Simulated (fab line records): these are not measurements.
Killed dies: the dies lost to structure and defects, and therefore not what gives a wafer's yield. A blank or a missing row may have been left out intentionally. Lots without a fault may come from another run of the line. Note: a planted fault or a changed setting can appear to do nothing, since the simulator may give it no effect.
fab line records    flow rit_cmos
record lots=13  wafers=39  last_day=6
route steps=202 shown GATE@91 M1@202
lots untouched by any fault: they come from a run of this same line in which no faults occurred
start_h: start of the lot's first displayed wafer, in hours after the record's first day    wait_h: hours elapsed since this lot's preceding step    " as in the row above    L1.1+2: a row that stands for several wafers    - either no value or no given start    * or withheld: withheld    < > ~ a bound
route shown NAME@n: NAME is a module with steps in the file, n the number in the route of the first one    usual: mean/standard deviation of fault-free wafers    same: alike in all rows    chamber/n: place in a boat    sites: the reading at each site    _std_site: standard deviation of those values    _edge_site: outer sites' mean less inner sites'    radius_mm: for every site, how far away it sits from the centre of the wafer    mask NAME#n: copy n    behind: the tool/chamber that last shaped the wafer    hold: the reason the lot was held/the length of the hold in hours/how it ended    device: names the non-switching transistor (n, p or np)    end of line: tests of these same wafers at the route's end    where a step has no rows: the recipe by itself    killed: dies that structure and defects cost at the first sort, which is not the same as the wafer's yield    map: a wafer's dies, marking killed ones x, the rest . and places with no die _
set.NAME: setting as actually run; set.NAME@STEP: the setting as run at that earlier step    model.NAME: the simulator's own value behind a step, which no gauge read
a sample of lots followed through the steps of the route, with each step as a table and each wafer as a row
## steps
# step RIT_GATE_DEVELOP_15
# recipe resist=NOVOLAK  develop_time_s=50  dev_temp_c=23
# usual developer_temp_C=23.00/0.11
# same develop_time_s=50
lot.wafer  tool            chamber  start_h  wait_h  developer_temp_C
L589.2     litho_track-03  0        45       -       22.85
L589.4     "               0        "        "       23.03
L589.6     "               0        "        "       23.12
L590.1     litho_track-04  0        46       -       23.08
L590.2     "               0        "        "       22.99
L590.3     "               0        47       -       23.10
L591.2     litho_track-01  0        51       -       23.00
L591.4     "               0        "        "       22.93
L591.5     "               0        "        "       22.96
L592.1     litho_track-01  0        53       -       23.01
L592.2     "               0        "        "       23.12
L592.5     "               0        "        "       23.09
L593.3     litho_track-04  0        57       -       22.96
L593.4     "               0        "        "       23.05
L593.5     "               0        "        "       22.85
L594.4     litho_track-04  0        63       -       23.03
L594.5     "               0        "        "       22.98
L594.6     "               0        "        "       23.04
L595.2     litho_track-03  0        67       -       22.88
L595.3     "               0        "        "       22.78
L595.6     "               0        "        "       22.97
L596.1     litho_track-01  0        71       -       23.03
L596.2     "               0        "        "       23.00
L596.6     "               0        "        "       22.84
L598.1     litho_track-04  0        80       -       23.09
L598.2     "               0        "        "       23.15
L598.6     "               0        "        "       22.87
L599.3     litho_track-04  0        86       -       25.44
L599.4     "               0        "        "       25.34
L599.5     "               0        "        "       25.30
L601.1     litho_track-01  0        96       -       23.04
L601.4     "               0        "        "       22.95
L601.6     "               0        "        "       23.08
L604.3     litho_track-04  0        110      -       25.46
L604.4     "               0        "        "       25.29
L604.6     "               0        "        "       25.25
L608.1     litho_track-01  0        131      -       22.99
L608.2     "               0        "        "       23.06
L608.3     "               0        "        "       23.06
# step RIT_GATE_CD_MEAS_16
# recipe target_cd_nm=150
# usual cd_nm=151.2/2.5
lot.wafer  tool       chamber  start_h  wait_h  cd_nm
L589.2     cd_sem-02  -        45.94    -       149.2
L589.4     "          -        "        "       151.8
L589.6     "          -        "        "       150.6
L590.1     cd_sem-01  -        47.11    -       149.4
L590.2     "          -        "        "       150.8
L590.3     "          -        "        "       149.9
L591.2     cd_sem-02  -        51.94    -       153.1
L591.4     "          -        "        "       154.0
L591.5     "          -        "        "       153.0
L592.1     cd_sem-01  -        53.59    -       154.7
L592.2     "          -        "        "       152.9
L592.5     "          -        "        "       153.1
L593.3     cd_sem-01  -        57.72    -       152.1
L593.4     "          -        "        "       149.6
L593.5     "          -        "        "       153.1
L594.4     cd_sem-02  -        63.66    -       156.4
L594.5     "          -        "        "       153.6
L594.6     "          -        "        "       151.9
L595.2     cd_sem-02  -        67.63    -       151.3
L595.3     "          -        "        "       150.6
L595.6     "          -        "        "       152.4
L596.1     cd_sem-01  -        71.23    -       148.4
L596.2     "          -        "        "       148.1
L596.6     "          -        "        "       146.7
L598.1     cd_sem-01  -        80.96    -       153.9
L598.2     "          -        "        "       152.0
L598.6     "          -        "        "       152.0
L599.3     cd_sem-02  -        86.44    -       167.3
L599.4     "          -        "        "       167.7
L599.5     "          -        "        "       166.1
L601.1     cd_sem-02  -        96.70    -       151.7
L601.4     "          -        "        "       153.3
L601.6     "          -        "        "       153.4
L604.3     cd_sem-02  -        110.97   -       166.6
L604.4     "          -        "        "       168.1
L604.6     "          -        "        "       167.9
L608.1     cd_sem-02  -        131.30   -       149.6
L608.2     "          -        "        "       151.8
L608.3     "          -        "        "       149.8
# step RIT_M1_PROBE_99
# usual killed_at_M0_to_M3=0.0/0.083  killed_at_contacts=0.0/0.22  killed_at_front_end=7/3.2  killed_dies=7/3.2  killed_open=3.2/2.1  killed_short=3.5/2.2
# same gross_dies=264  killed_at_M4_up=0  killed_at_back_side=0  killed_at_other=0
lot.wafer  tool       chamber  start_h  wait_h  killed_at_M0_to_M3  killed_at_contacts  killed_at_front_end  killed_dies  killed_open  killed_short
L599.3     prober-02  -        106.88   0.2     0                   0                   6                    6            3            1
L599.4     prober-02  -        106.93   0.2     0                   0                   9                    9            3            3
L599.5     prober-02  -        106.98   0.2     0                   0                   11                   11           3            5
L604.3     prober-01  -        132.05   0.2     0                   0                   7                    7            1            4
L604.4     prober-01  -        132.10   0.2     0                   0                   3                    3            1            1
L604.6     prober-01  -        132.20   0.2     0                   0                   15                   15           5            9
L608.1     prober-01  -        153.67   0.1     0                   0                   9                    9            5            4
L608.2     prober-01  -        153.72   0.1     0                   0                   8                    8            4            4
L608.3     prober-01  -        153.77   0.2     0                   0                   7                    7            1            5
# killed by level:class
L599.3 GATE:area_develop=2 FOX2:geometric_particle:open=1 GATE:geometric_particle:open=1 GATE:geometric_particle:short=1 SPACER:geometric_particle:open=1
L599.4 GATE:area_develop=3 REOX:geometric_particle:open=2 FOX1:geometric_particle:short=1 FOX2:geometric_particle:open=1 GATE:geometric_particle:short=1 REOX:geometric_particle:short=1
L599.5 SILICIDE:geometric_particle:short=3 GATE:area_develop=3 GATE:geometric_particle:short=1 GATE:geometric_particle:open=1 REOX:geometric_particle:short=1 SPACER:geometric_particle:open=1 SILICIDE:geometric_particle:open=1
L604.3 FOX1:geometric_particle:short=2 SPACER:geometric_particle:short=2 GATE:area_develop=2 SILICIDE:geometric_particle:open=1
L604.4 SPACER:geometric_particle:open=1 SPACER:geometric_particle:short=1 GATE:area_develop=1
L604.6 SILICIDE:geometric_particle:short=5 SPACER:geometric_particle:short=3 SILICIDE:geometric_particle:open=3 FOX1:geometric_particle:short=1 GATE:geometric_particle:open=1 SPACER:geometric_particle:open=1 GATE:area_develop=1
L608.1 FOX1:geometric_particle:open=4 SPACER:geometric_particle:short=2 GATE:geometric_particle:open=1 GATE:geometric_particle:short=1 SILICIDE:geometric_particle:short=1
L608.2 FOX1:geometric_particle:open=2 REOX:geometric_particle:short=2 ACTIVE:geometric_particle:short=1 GATE:geometric_particle:open=1 REOX:geometric_particle:open=1 SPACER:geometric_particle:short=1
L608.3 FOX1:geometric_particle:short=2 GATE:geometric_particle:short=2 GATE:geometric_particle:open=1 SPACER:geometric_particle:short=1 PRETRO:coat_microbubble_printed=1
## key
first_sign step=RIT_GATE_DEVELOP_15  reading=developer_temp_C  direction=up  sigmas=21  usual=*  struck=*
effect step=RIT_GATE_CD_MEAS_16  reading=cd_nm  direction=up  sigmas=6.5  usual=151.2  struck=167.3  through=control_loop
met_at RIT_GATE_DEVELOP_15
struck_lots L599,L604
tester_left_out L599,L604
loop_trim step=RIT_GATE_EXPOSE_13  setting=dose  lots=L604
onset_between 80 86
fault kind=process_parameter_drift  tool=litho_track-04  chamber=-  onset_h=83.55  steps=RIT_GATE_DEVELOP_15  channel=dev_temp_c  offset=*  shape=step  end_h=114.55  acts_in=*  stated=*
# tester_left_out: of these lots the tester's yield and bins aren't shown, on N5 and GAA mostly nor the transistor test; their killed dies are dies lost to structure and defects alone, not to doping, threshold or leakage, so they don't give the yield
# loop_trim: a control loop set the setting to another value than it would have without faults
